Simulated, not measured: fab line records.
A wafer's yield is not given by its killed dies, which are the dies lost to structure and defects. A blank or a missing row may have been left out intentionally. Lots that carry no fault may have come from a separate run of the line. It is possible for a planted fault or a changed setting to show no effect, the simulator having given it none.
Commonality check across tools	flow rit_cmos	Sampled: 14 lots, 42 wafers

## THE REASON FOR OPENING IT
At RIT_NSD_TW_MEAS_10 the reading NSD_TW is flagged on 2 of 14 lots. Wafers without a fault read 3137, standard deviation 40.
Rule: flag the lot when none of its wafers has a number, or when each of its wafers that has one lies beyond 4 standard deviations from that mean. As for the other lots, they are considered sound.

lot	measured	on	NSD_TW, wafer by wafer	flag
L961	day 3 05:38	film_metro-02	3180 3161 3176	
L963	day 3 16:37	film_metro-01	3155 3182 3159	
L967	day 4 09:37	film_metro-01	3138 3164 3171	
L970	day 5 01:46	film_metro-02	3146 3166 3165	
L971	day 5 03:41	film_metro-02	2724 2724 2743	FLAGGED
L972	day 5 08:32	film_metro-01	2740 2762 2751	FLAGGED
L974	day 5 22:04	film_metro-03	3090 3065 3066	
L977	day 6 09:44	film_metro-02	3162 3161 3170	
L979	day 6 20:58	film_metro-02	3136 3142 3164	
L980	day 7 03:27	film_metro-02	3152 3167 3174	
L981	day 7 05:20	film_metro-01	3179 3178 3195	
L982	day 7 11:29	film_metro-03	3085 3085 3069	
L983	day 7 19:24	film_metro-03	3084 3093 3089	
L984	day 7 23:16	film_metro-01	3188 3183 3183	
The mean of the flagged lots' numbers is 2741, -396 from the usual (-10 standard deviations).

## EACH LOT AND THE TOOL IT RAN ON
The record keeps 1 process step preceding the reading, out of 202 steps on the route. Cell contents, in order: the tool; ch with the chambers the sampled wafers went through; the start.
lot	flag	RIT_NSD_IMPLANT_08
L961		implanter-03 ch 0, day 3 05:19
L963		implanter-04 ch 0, day 3 16:20
L967		implanter-03 ch 0, day 4 09:19
L970		implanter-03 ch 0, day 5 01:26
L971	FLAGGED	implanter-03 ch 0, day 5 03:21
L972	FLAGGED	implanter-03 ch 0, day 5 08:14
L974		implanter-02 ch 0, day 5 21:44
L977		implanter-04 ch 0, day 6 09:25
L979		implanter-02 ch 0, day 6 20:40
L980		implanter-04 ch 0, day 7 03:07
L981		implanter-04 ch 0, day 7 05:01
L982		implanter-04 ch 0, day 7 11:10
L983		implanter-04 ch 0, day 7 19:05
L984		implanter-04 ch 0, day 7 22:57
What these steps do:
- RIT_NSD_IMPLANT_08
- RIT_NSD_TW_MEAS_10

## FLAGGED OVER TOTAL, TOOL BY TOOL (the gauges that took the reading come last)
step	tool	lots run	flagged	share of the flagged lots	sound lots run after its first flagged lot
RIT_NSD_IMPLANT_08	implanter-02	2	0	none	-
RIT_NSD_IMPLANT_08	implanter-03	5	2	all	0
RIT_NSD_IMPLANT_08	implanter-04	7	0	none	-
RIT_NSD_TW_MEAS_10	film_metro-01	5	1	some	2 (L981,L984)
RIT_NSD_TW_MEAS_10	film_metro-02	6	1	some	3 (L977,L979,L980)
RIT_NSD_TW_MEAS_10	film_metro-03	3	0	none	-

## WHAT THE TABLE PERMITS
1 row of the table ran every flagged lot: implanter-03 at RIT_NSD_IMPLANT_08.
- implanter-03 at RIT_NSD_IMPLANT_08: 2 of its 5 lots flagged. Last sound lot L970 at day 5 01:26, first flagged lot L971 at day 5 03:21; a fault beginning in between fits. Its own readings lie more than 4 standard deviations out on every wafer of the flagged lots: dose_ions_cm2, faraday_current_uA.
One tool is left: implanter-03 at RIT_NSD_IMPLANT_08.

## WHAT HAD BEEN PUT IN BY THE SIMULATOR
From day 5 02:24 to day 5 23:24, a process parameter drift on implanter-03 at RIT_NSD_IMPLANT_08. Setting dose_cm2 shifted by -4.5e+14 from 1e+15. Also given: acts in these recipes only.
Struck lots among those shown: L971, L972. This agrees with what the rule above found.
